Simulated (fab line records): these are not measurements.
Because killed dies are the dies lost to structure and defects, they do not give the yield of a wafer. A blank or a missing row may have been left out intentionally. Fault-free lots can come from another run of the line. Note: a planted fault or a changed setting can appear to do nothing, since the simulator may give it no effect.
Problem report, 8D (eight disciplines) form, completed by code ; flow berkeley cmos170 ; the parts of the form that need people (team, actions taken, sign-off) are left out

## 1. THE ISSUE
Mean M3_AL_RS at UCB170_M3_RS_MEAS_02: 0.0302 ohm/sq over 3 wafers in 2 lots; fault-free wafers: 0.0322 ohm/sq, standard deviation 0.00037. Relative to the usual mean, that is a shift of -5.4 standard deviations.
The step: measures by four-point-probe.
Earliest sighting: wafer L149.5 on film metro-03 at day 10 08:16. Wafers with a number at this step in the record: 39, from 13 lots. The rule behind "out" and "out of limits": a value lying over 4 standard deviations away from the usual mean. The other wafers with a number count as sound.

## 2. WHAT IT IS, WHAT IT ISN'T
question;is;is not
which readings at this step;M3_AL_RS;-
which lots;L149, L150;L138, L139, L141, L142, L143, L144, L145, L154, L155, L157, L159
which wafers of those lots;L149.5, L150.3, L150.5;L149.4, L149.6, L150.6
read on which gauges;film metro-01, film metro-03;film metro-02
when;from day 10 08:16;"up to then (23 sound wafers); but 13 sound wafers of L150, L154, L155, L157, L159 came after"

## 3. THE SUSPECTS, EACH WITH WHAT RULES IT OUT
Counting: if a tool at a process step up to the reading ran every lot that is out, it stays a suspect. Sound lots after the first of them don't rule it out here, since some wafers of a struck lot are sound.
- the gauge at UCB170_M3_RS_MEAS_02 is ruled out. The wafers that are out were read on 2 gauges (film metro-01, film metro-03).
- pvd sputter-02 at UCB170_M3_SPUTTER_01 (material Al, target thk 900 nm, time 120 s): kept. Ran every lot that is out, first one L149 (day 10 08:10); last sound lot up to then L143 (day 9 09:31).
The count leaves pvd sputter-02 at UCB170_M3_SPUTTER_01.

## 4. THE CAUSE (what the simulator had put in)
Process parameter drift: pvd sputter-02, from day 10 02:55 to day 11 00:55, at UCB170_M3_SPUTTER_01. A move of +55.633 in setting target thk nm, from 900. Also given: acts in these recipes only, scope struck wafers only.
Only this tool survived the counting.

## 5. THE CHAIN OF EFFECTS, in route order
Each row: a reading where the mean over the struck wafers with a number is more than 3 standard deviations away from the usual. Readings are gone through only where the record gives a usual standard deviation; hours: the median, over the lots, of the time from a lot's start at the first step in this table giving one to that lot's start at this step; sigmas: the change measured in usual standard deviations.
hours;step;reading;usual;on struck wafers;change;sigmas
0;UCB170_M3_RS_MEAS_02;M3_AL_RS;0.0322 ohm/sq;0.0302;-0.0020;-5.4
0;UCB170_M3_THK_MEAS_03;M3_AL_THK;907 nm;967;+60;+5.4

## 6. HOW IT WOULD HAVE BEEN CAUGHT EARLIER
In this record the first reading out of limits at a measuring or inspecting step was taken at day 10 08:16, 5 hours after the fault began at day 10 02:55.
Of the tool readings at UCB170_M3_SPUTTER_01 for which the record gives a usual standard deviation, none was out on any struck wafer, so an alarm limit of 4 standard deviations on them would not have fired.
Among the 2 lots that are out, L150 began UCB170_M3_SPUTTER_01 on pvd sputter-02 after day 10 08:16. A tool hold placed at that time would have kept it from harm.
